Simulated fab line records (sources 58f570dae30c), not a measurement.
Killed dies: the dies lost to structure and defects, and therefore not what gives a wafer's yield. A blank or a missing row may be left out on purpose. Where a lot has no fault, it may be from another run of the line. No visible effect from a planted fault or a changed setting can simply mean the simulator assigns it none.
What tool caused it? / flow berkeley_cmos170 / 14 lots, 42 wafers sampled, at 6 steps of a route of 331

WHAT THE GAUGES READ, wafer by wafer
UCB170_NWELL_OVL_MEAS_12. Usual: NWELL_OVL typically reads 2 nm, with standard deviation 4.6.
lot=L136; measured=day 2 13:30; on=overlay-02; NWELL_OVL (nm)=3 6 5; flag=
lot=L138; measured=day 2 18:10; on=overlay-02; NWELL_OVL (nm)=1 -1 3; flag=
lot=L140; measured=day 3 01:50; on=overlay-01; NWELL_OVL (nm)=3 5 6; flag=
lot=L141; measured=day 3 11:25; on=overlay-02; NWELL_OVL (nm)=1 6 4; flag=
lot=L144; measured=day 4 03:19; on=overlay-01; NWELL_OVL (nm)=-4 5 5; flag=
lot=L145; measured=day 4 06:59; on=overlay-02; NWELL_OVL (nm)=-4 -5 -4; flag=
lot=L146; measured=day 4 13:08; on=overlay-01; NWELL_OVL (nm)=6 7 2; flag=
lot=L147; measured=day 4 18:35; on=overlay-01; NWELL_OVL (nm)=14 2 5; flag=
lot=L149; measured=day 5 01:44; on=overlay-01; NWELL_OVL (nm)=5 -1 12; flag=
lot=L153; measured=day 6 08:34; on=overlay-02; NWELL_OVL (nm)=0 3 3; flag=
lot=L154; measured=day 6 08:55; on=overlay-02; NWELL_OVL (nm)=5 4 4; flag=
lot=L155; measured=day 6 13:25; on=overlay-02; NWELL_OVL (nm)=-5 -1 -6; flag=
lot=L156; measured=day 6 16:54; on=overlay-01; NWELL_OVL (nm)=-3 0 -3; flag=
lot=L158; measured=day 7 02:29; on=overlay-02; NWELL_OVL (nm)=7 8 4; flag=

UCB170_PLDD_OVL_MEAS_07. Usual: PLDD_OVL typically reads 0 nm, with standard deviation 5.9.
lot=L136; measured=day 6 03:19; on=overlay-02; PLDD_OVL (nm)=-4 -3 -7; flag=
lot=L138; measured=day 6 13:32; on=overlay-01; PLDD_OVL (nm)=12 1 1; flag=
lot=L140; measured=day 7 02:54; on=overlay-02; PLDD_OVL (nm)=-2 2 -4; flag=
lot=L141; measured=day 7 09:13; on=overlay-02; PLDD_OVL (nm)=10 9 8; flag=
lot=L144; measured=day 8 07:55; on=overlay-02; PLDD_OVL (nm)=-3 5 0; flag=
lot=L145; measured=day 8 08:23; on=overlay-01; PLDD_OVL (nm)=2 -1 -4; flag=
lot=L146; measured=day 8 08:06; on=overlay-02; PLDD_OVL (nm)=-4 -9 -4; flag=
lot=L147; measured=day 8 23:25; on=overlay-01; PLDD_OVL (nm)=0 8 8; flag=
lot=L149; measured=day 9 05:50; on=overlay-01; PLDD_OVL (nm)=3 4 10; flag=
lot=L153; measured=day 10 10:57; on=overlay-01; PLDD_OVL (nm)=-3 -5 -2; flag=
lot=L154; measured=day 10 11:04; on=overlay-02; PLDD_OVL (nm)=-7 -12 -5; flag=
lot=L155; measured=day 10 19:06; on=overlay-01; PLDD_OVL (nm)=4 3 -2; flag=
lot=L156; measured=day 10 19:21; on=overlay-02; PLDD_OVL (nm)=4 -3 4; flag=
lot=L158; measured=day 11 09:46; on=overlay-02; PLDD_OVL (nm)=-2 6 -1; flag=

UCB170_V1_CD_MEAS_90 targets a cd of 700 nm. Usual: cd_nm at 699.7 nm, with a standard deviation of 1.5.
lot=L136; measured=day 7 10:26; on=cd_sem-01; cd_nm (nm)=698.8 700.3 699.7; flag=
lot=L138; measured=day 7 18:11; on=cd_sem-02; cd_nm (nm)=699.5 701.1 700.1; flag=
lot=L140; measured=day 8 07:32; on=cd_sem-01; cd_nm (nm)=698.2 702.4 699.0; flag=
lot=L141; measured=day 8 11:58; on=cd_sem-02; cd_nm (nm)=698.5 701.7 698.7; flag=
lot=L144; measured=day 9 14:40; on=cd_sem-02; cd_nm (nm)=- - -; flag=OFF
lot=L145; measured=day 9 14:41; on=cd_sem-01; cd_nm (nm)=698.4 697.9 699.1; flag=
lot=L146; measured=day 9 12:26; on=cd_sem-01; cd_nm (nm)=- - -; flag=OFF
lot=L147; measured=day 10 03:35; on=cd_sem-01; cd_nm (nm)=696.7 698.5 697.8; flag=
lot=L149; measured=day 10 09:35; on=cd_sem-01; cd_nm (nm)=701.4 702.4 701.1; flag=
lot=L153; measured=day 11 14:46; on=cd_sem-02; cd_nm (nm)=698.2 699.8 700.7; flag=
lot=L154; measured=day 11 14:59; on=cd_sem-01; cd_nm (nm)=700.3 699.0 699.8; flag=
lot=L155; measured=day 11 21:24; on=cd_sem-02; cd_nm (nm)=698.5 695.4 699.5; flag=
lot=L156; measured=day 11 21:35; on=cd_sem-01; cd_nm (nm)=698.8 699.1 698.9; flag=
lot=L158; measured=day 12 17:20; on=cd_sem-01; cd_nm (nm)=699.8 698.5 699.1; flag=

EACH LOT AND THE TOOL THAT RAN IT (in order: tool; ch and the chambers of the sampled wafers; start)
lot=L136; UCB170_V1_CMP_02=cmp-01 ch 1,2, day 7 07:53; UCB170_V1_ETCH_14=rie_diel-04 ch 0,1,2, day 7 10:08; UCB170_V1_STRIP_15=plasma_asher-03 ch 0,1, day 7 10:19
lot=L138; UCB170_V1_CMP_02=cmp-02 ch 0,2,3, day 7 15:58; UCB170_V1_ETCH_14=rie_diel-02 ch 0,1,2, day 7 17:53; UCB170_V1_STRIP_15=plasma_asher-04 ch 0,1, day 7 18:04
lot=L140; UCB170_V1_CMP_02=cmp-01 ch 1,2, day 8 04:17; UCB170_V1_ETCH_14=rie_diel-04 ch 1,2,3, day 8 07:13; UCB170_V1_STRIP_15=plasma_asher-04 ch 0,1, day 8 07:26
lot=L141; UCB170_V1_CMP_02=cmp-02 ch 1,2,3, day 8 08:25; UCB170_V1_ETCH_14=rie_diel-04 ch 0,2,3, day 8 11:40; UCB170_V1_STRIP_15=plasma_asher-03 ch 0,1, day 8 11:50
lot=L144; UCB170_V1_CMP_02=cmp-02 ch 0,1,3, day 9 12:11; UCB170_V1_ETCH_14=rie_diel-03 ch 0,2, day 9 14:23; UCB170_V1_STRIP_15=plasma_asher-03 ch 0,1, day 9 14:33
lot=L145; UCB170_V1_CMP_02=cmp-01 ch 0,1, day 9 12:11; UCB170_V1_ETCH_14=rie_diel-04 ch 0,1, day 9 14:23; UCB170_V1_STRIP_15=plasma_asher-02 ch 0,1, day 9 14:35
lot=L146; UCB170_V1_CMP_02=cmp-01 ch 2,3, day 9 08:01; UCB170_V1_ETCH_14=rie_diel-04 ch 0,2,3, day 9 12:10; UCB170_V1_STRIP_15=plasma_asher-04 ch 0,1, day 9 12:20
lot=L147; UCB170_V1_CMP_02=cmp-01 ch 1,2,3, day 10 01:09; UCB170_V1_ETCH_14=rie_diel-04 ch 0,1,2, day 10 03:19; UCB170_V1_STRIP_15=plasma_asher-02 ch 0,1, day 10 03:29
lot=L149; UCB170_V1_CMP_02=cmp-01 ch 0,2,3, day 10 07:00; UCB170_V1_ETCH_14=rie_diel-02 ch 0,1,3, day 10 09:16; UCB170_V1_STRIP_15=plasma_asher-04 ch 0,1, day 10 09:29
lot=L153; UCB170_V1_CMP_02=cmp-01 ch 0,1,2, day 11 12:26; UCB170_V1_ETCH_14=rie_diel-04 ch 1,2,3, day 11 14:28; UCB170_V1_STRIP_15=plasma_asher-04 ch 1, day 11 14:38
lot=L154; UCB170_V1_CMP_02=cmp-01 ch 1,2,3, day 11 12:44; UCB170_V1_ETCH_14=rie_diel-02 ch 0,1,3, day 11 14:41; UCB170_V1_STRIP_15=plasma_asher-03 ch 0,1, day 11 14:52
lot=L155; UCB170_V1_CMP_02=cmp-01 ch 1,2,3, day 11 19:22; UCB170_V1_ETCH_14=rie_diel-04 ch 1,2,3, day 11 21:07; UCB170_V1_STRIP_15=plasma_asher-03 ch 0,1, day 11 21:18
lot=L156; UCB170_V1_CMP_02=cmp-02 ch 1,2,3, day 11 19:25; UCB170_V1_ETCH_14=rie_diel-02 ch 0,3, day 11 21:17; UCB170_V1_STRIP_15=plasma_asher-04 ch 0,1, day 11 21:28
lot=L158; UCB170_V1_CMP_02=cmp-01 ch 1,3, day 12 14:42; UCB170_V1_ETCH_14=rie_diel-04 ch 1,2, day 12 17:04; UCB170_V1_STRIP_15=plasma_asher-04 ch 1, day 12 17:14
- UCB170_V1_CMP_02: polishes SiO2.
- UCB170_V1_ETCH_14: etches SiO2 in CHF3/CF4/Ar, stops on Al, target depth 1250 nm, time 291 s.
- UCB170_V1_STRIP_15: strips in O2.

AS READ BY THE TOOLS THEMSELVES (means over the sampled wafers that have a number; for cases with no such wafer, the mark the record gives instead)
UCB170_V1_CMP_02. Usual: motor_current_A 17.0 A, standard deviation 1.8; retaining_ring_pressure_frac 1.000, standard deviation 0.005; slurry_filter_dp_kPa 13.50 kPa, standard deviation 0.14.
lot=L136; tool=cmp-01; motor_current_A (A)=18.1; retaining_ring_pressure_frac=1.000; slurry_filter_dp_kPa (kPa)=13.54; flag=
lot=L138; tool=cmp-02; motor_current_A (A)=17.6; retaining_ring_pressure_frac=0.999; slurry_filter_dp_kPa (kPa)=13.44; flag=
lot=L140; tool=cmp-01; motor_current_A (A)=17.4; retaining_ring_pressure_frac=1.009; slurry_filter_dp_kPa (kPa)=13.56; flag=
lot=L141; tool=cmp-02; motor_current_A (A)=16.7; retaining_ring_pressure_frac=0.999; slurry_filter_dp_kPa (kPa)=13.45; flag=
lot=L144; tool=cmp-02; motor_current_A (A)=17.3; retaining_ring_pressure_frac=0.995; slurry_filter_dp_kPa (kPa)=13.31; flag=
lot=L145; tool=cmp-01; motor_current_A (A)=19.1; retaining_ring_pressure_frac=1.000; slurry_filter_dp_kPa (kPa)=13.46; flag=
lot=L146; tool=cmp-01; motor_current_A (A)=15.6; retaining_ring_pressure_frac=1.006; slurry_filter_dp_kPa (kPa)=13.35; flag=
lot=L147; tool=cmp-01; motor_current_A (A)=16.6; retaining_ring_pressure_frac=0.999; slurry_filter_dp_kPa (kPa)=13.55; flag=
lot=L149; tool=cmp-01; motor_current_A (A)=16.9; retaining_ring_pressure_frac=1.002; slurry_filter_dp_kPa (kPa)=13.48; flag=
lot=L153; tool=cmp-01; motor_current_A (A)=17.4; retaining_ring_pressure_frac=1.000; slurry_filter_dp_kPa (kPa)=13.44; flag=
lot=L154; tool=cmp-01; motor_current_A (A)=16.5; retaining_ring_pressure_frac=0.998; slurry_filter_dp_kPa (kPa)=13.47; flag=
lot=L155; tool=cmp-01; motor_current_A (A)=17.4; retaining_ring_pressure_frac=0.997; slurry_filter_dp_kPa (kPa)=13.63; flag=
lot=L156; tool=cmp-02; motor_current_A (A)=16.1; retaining_ring_pressure_frac=0.999; slurry_filter_dp_kPa (kPa)=13.48; flag=
lot=L158; tool=cmp-01; motor_current_A (A)=17.4; retaining_ring_pressure_frac=1.002; slurry_filter_dp_kPa (kPa)=13.50; flag=

UCB170_V1_ETCH_14. Usual: CHF3_flow_sccm 45.01 sccm, standard deviation 0.12; cf4_flow_sccm 14.99 sccm, standard deviation 0.046; drypump_motor_current_A 5.8 A, standard deviation 0.38; oes_product_au 0.882 a.u., standard deviation 0.016; throttle_valve_pct 7.00 %, standard deviation 0.12.
lot=L136; tool=rie_diel-04; CHF3_flow_sccm (sccm)=45.09; cf4_flow_sccm (sccm)=14.98; drypump_motor_current_A (A)=5.9; oes_product_au (a.u.)=0.889; throttle_valve_pct (%)=6.93; flag=
lot=L138; tool=rie_diel-02; CHF3_flow_sccm (sccm)=45.02; cf4_flow_sccm (sccm)=14.99; drypump_motor_current_A (A)=5.5; oes_product_au (a.u.)=0.879; throttle_valve_pct (%)=7.02; flag=
lot=L140; tool=rie_diel-04; CHF3_flow_sccm (sccm)=44.94; cf4_flow_sccm (sccm)=15.03; drypump_motor_current_A (A)=5.9; oes_product_au (a.u.)=0.888; throttle_valve_pct (%)=7.00; flag=
lot=L141; tool=rie_diel-04; CHF3_flow_sccm (sccm)=45.09; cf4_flow_sccm (sccm)=14.99; drypump_motor_current_A (A)=5.7; oes_product_au (a.u.)=0.872; throttle_valve_pct (%)=6.94; flag=
lot=L144; tool=rie_diel-03; CHF3_flow_sccm (sccm)=-; cf4_flow_sccm (sccm)=-; drypump_motor_current_A (A)=-; oes_product_au (a.u.)=-; throttle_valve_pct (%)=-; flag=OFF
lot=L145; tool=rie_diel-04; CHF3_flow_sccm (sccm)=45.04; cf4_flow_sccm (sccm)=14.93; drypump_motor_current_A (A)=5.7; oes_product_au (a.u.)=0.882; throttle_valve_pct (%)=6.98; flag=
lot=L146; tool=rie_diel-04; CHF3_flow_sccm (sccm)=-; cf4_flow_sccm (sccm)=-; drypump_motor_current_A (A)=-; oes_product_au (a.u.)=-; throttle_valve_pct (%)=-; flag=OFF
lot=L147; tool=rie_diel-04; CHF3_flow_sccm (sccm)=44.97; cf4_flow_sccm (sccm)=15.01; drypump_motor_current_A (A)=5.8; oes_product_au (a.u.)=0.881; throttle_valve_pct (%)=6.94; flag=
lot=L149; tool=rie_diel-02; CHF3_flow_sccm (sccm)=44.92; cf4_flow_sccm (sccm)=14.98; drypump_motor_current_A (A)=5.7; oes_product_au (a.u.)=0.891; throttle_valve_pct (%)=7.06; flag=
lot=L153; tool=rie_diel-04; CHF3_flow_sccm (sccm)=45.04; cf4_flow_sccm (sccm)=15.00; drypump_motor_current_A (A)=5.9; oes_product_au (a.u.)=0.889; throttle_valve_pct (%)=7.00; flag=
lot=L154; tool=rie_diel-02; CHF3_flow_sccm (sccm)=44.94; cf4_flow_sccm (sccm)=15.05; drypump_motor_current_A (A)=5.7; oes_product_au (a.u.)=0.889; throttle_valve_pct (%)=7.05; flag=
lot=L155; tool=rie_diel-04; CHF3_flow_sccm (sccm)=44.96; cf4_flow_sccm (sccm)=15.00; drypump_motor_current_A (A)=5.9; oes_product_au (a.u.)=0.885; throttle_valve_pct (%)=7.00; flag=
lot=L156; tool=rie_diel-02; CHF3_flow_sccm (sccm)=44.99; cf4_flow_sccm (sccm)=15.04; drypump_motor_current_A (A)=5.5; oes_product_au (a.u.)=0.892; throttle_valve_pct (%)=7.12; flag=
lot=L158; tool=rie_diel-04; CHF3_flow_sccm (sccm)=44.95; cf4_flow_sccm (sccm)=14.99; drypump_motor_current_A (A)=6.1; oes_product_au (a.u.)=0.893; throttle_valve_pct (%)=7.00; flag=

UCB170_V1_STRIP_15. Usual: drypump_motor_current_A 5.7 A, standard deviation 0.69; oes_product_au 0.722 a.u., standard deviation 0.0041; strip_time_to_endpoint_s 15.33 s, standard deviation 0.14.
lot=L136; tool=plasma_asher-03; drypump_motor_current_A (A)=5.5; oes_product_au (a.u.)=0.720; strip_time_to_endpoint_s (s)=15.34; flag=
lot=L138; tool=plasma_asher-04; drypump_motor_current_A (A)=5.6; oes_product_au (a.u.)=0.725; strip_time_to_endpoint_s (s)=15.39; flag=
lot=L140; tool=plasma_asher-04; drypump_motor_current_A (A)=5.2; oes_product_au (a.u.)=0.724; strip_time_to_endpoint_s (s)=15.15; flag=
lot=L141; tool=plasma_asher-03; drypump_motor_current_A (A)=5.5; oes_product_au (a.u.)=0.718; strip_time_to_endpoint_s (s)=15.25; flag=
lot=L144; tool=plasma_asher-03; drypump_motor_current_A (A)=6.0; oes_product_au (a.u.)=0.738; strip_time_to_endpoint_s (s)=21.73; flag=OFF
lot=L145; tool=plasma_asher-02; drypump_motor_current_A (A)=6.1; oes_product_au (a.u.)=0.721; strip_time_to_endpoint_s (s)=15.35; flag=
lot=L146; tool=plasma_asher-04; drypump_motor_current_A (A)=5.2; oes_product_au (a.u.)=0.732; strip_time_to_endpoint_s (s)=21.64; flag=OFF
lot=L147; tool=plasma_asher-02; drypump_motor_current_A (A)=6.3; oes_product_au (a.u.)=0.723; strip_time_to_endpoint_s (s)=15.40; flag=
lot=L149; tool=plasma_asher-04; drypump_motor_current_A (A)=5.6; oes_product_au (a.u.)=0.722; strip_time_to_endpoint_s (s)=15.45; flag=
lot=L153; tool=plasma_asher-04; drypump_motor_current_A (A)=6.0; oes_product_au (a.u.)=0.722; strip_time_to_endpoint_s (s)=15.26; flag=
lot=L154; tool=plasma_asher-03; drypump_motor_current_A (A)=5.5; oes_product_au (a.u.)=0.722; strip_time_to_endpoint_s (s)=15.42; flag=
lot=L155; tool=plasma_asher-03; drypump_motor_current_A (A)=6.0; oes_product_au (a.u.)=0.723; strip_time_to_endpoint_s (s)=15.31; flag=
lot=L156; tool=plasma_asher-04; drypump_motor_current_A (A)=5.2; oes_product_au (a.u.)=0.723; strip_time_to_endpoint_s (s)=15.40; flag=
lot=L158; tool=plasma_asher-04; drypump_motor_current_A (A)=6.0; oes_product_au (a.u.)=0.718; strip_time_to_endpoint_s (s)=15.21; flag=

THE ANSWER, worked out from the rows above alone
Rule: take the mean of a lot's wafers that have a number; if it is more than 3 standard deviations from the usual mean, the lot is off. Also off: a lot with no number at a reading for which 4 or more lots have one. Any other lot the step has rows for is counted as sound. After the gauges, taken in route order, come the tools' own readings; for these a lot's mean is taken, as printed above. At the first step where some lot is off, the reading lying furthest off is the one used; lots without a number count as furthest.
Off: L144, L146, at UCB170_V1_CD_MEAS_90 (cd_nm). Without a number there: L144, L146.
A tool fits if, at a process step before that reading, it ran every lot that is off, and no sound lot after the first of them. The gauges at UCB170_V1_CD_MEAS_90 aren't tried: what is off there is off at UCB170_V1_ETCH_14 too, on other tools, and a gauge's error can't cause that. None of those tried fits.

WHAT WAS PUT IN BY THE SIMULATOR
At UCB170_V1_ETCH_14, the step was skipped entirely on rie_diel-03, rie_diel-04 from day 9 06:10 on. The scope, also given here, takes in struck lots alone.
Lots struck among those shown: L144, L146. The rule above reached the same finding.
